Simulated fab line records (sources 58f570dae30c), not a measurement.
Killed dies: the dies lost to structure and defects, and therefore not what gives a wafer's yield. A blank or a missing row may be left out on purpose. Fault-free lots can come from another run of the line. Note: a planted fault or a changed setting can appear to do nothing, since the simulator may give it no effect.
Which tool is to blame?    flow berkeley-cmos170    7 lots, 21 wafers sampled, at 4 steps of a route of 331

## WHAT THE GAUGES SHOWED, per wafer
UCB170_V2_THK_MEAS_01.
lot   measured      on             V2_TEOS_THK (nm)
L642  day 8 15:20   film-metro-03  2023 2000 2010
L647  day 9 15:20   film-metro-04  1990 2028 2013
L650  day 10 01:28  film-metro-03  2001 2002 2014
L653  day 11 00:31  film-metro-02  2006 2045 2020
L656  day 11 13:05  film-metro-02  2030 1998 2038
L660  day 12 06:49  film-metro-04  1964 1985 2001
L664  day 13 07:52  film-metro-04  2018 2022 2038

## WHICH TOOL RAN EACH LOT (tool, then ch and the chambers of the sampled wafers, then the start)
lot   UCB170_NWELL_STRIP_15                UCB170_CONTACT_COAT_09             UCB170_V2_CVD_00
L642  plasma-asher-03 ch 0,1, day 2 17:55  litho-track-04 ch 0, day 8 02:27   pecvd-03 ch 1,2, day 8 15:11
L647  plasma-asher-01 ch 0,1, day 3 19:40  litho-track-04 ch 0, day 9 02:14   pecvd-01 ch 0,1, day 9 15:10
L650  plasma-asher-03 ch 0,1, day 4 08:19  litho-track-03 ch 0, day 9 12:37   pecvd-01 ch 0,2, day 10 01:19
L653  plasma-asher-02 ch 1, day 4 23:29    litho-track-01 ch 0, day 10 12:41  pecvd-04 ch 0,1, day 11 00:21
L656  plasma-asher-02 ch 0,1, day 5 12:08  litho-track-04 ch 0, day 11 02:06  pecvd-01 ch 0,2, day 11 12:56
L660  plasma-asher-03 ch 1, day 6 10:39    litho-track-03 ch 0, day 11 17:06  pecvd-03 ch 1,2, day 12 06:38
L664  plasma-asher-03 ch 0,1, day 7 09:28  litho-track-03 ch 0, day 12 20:53  pecvd-01 ch 0,1,2, day 13 07:41
- UCB170_NWELL_STRIP_15: strips in O2.
- UCB170_CONTACT_COAT_09
- UCB170_V2_CVD_00: deposits SiO2 from TEOS/O2, target thk 2000 nm, time 250 s.

## THE ANSWER, worked out from the rows above alone
Rule: what is usual is taken from the lots themselves. Put in order of their means at a reading, lots are off if they are a third of the lots or fewer, leave a main group of 4 or more, and stand apart from it by a gap of 3 or more times the standard deviation of the main group's means; of several such gaps the widest counts. The tables above print the reading to a certain number of digits; a main group whose means all agree to those digits is not used. Also off: a lot with no number at a reading for which 4 or more lots have one. Any other lot the step has rows for is counted as sound.
No lot is off on any of the readings shown, so nothing can be concluded from this.

## WHAT HAD BEEN PUT IN BY THE SIMULATOR
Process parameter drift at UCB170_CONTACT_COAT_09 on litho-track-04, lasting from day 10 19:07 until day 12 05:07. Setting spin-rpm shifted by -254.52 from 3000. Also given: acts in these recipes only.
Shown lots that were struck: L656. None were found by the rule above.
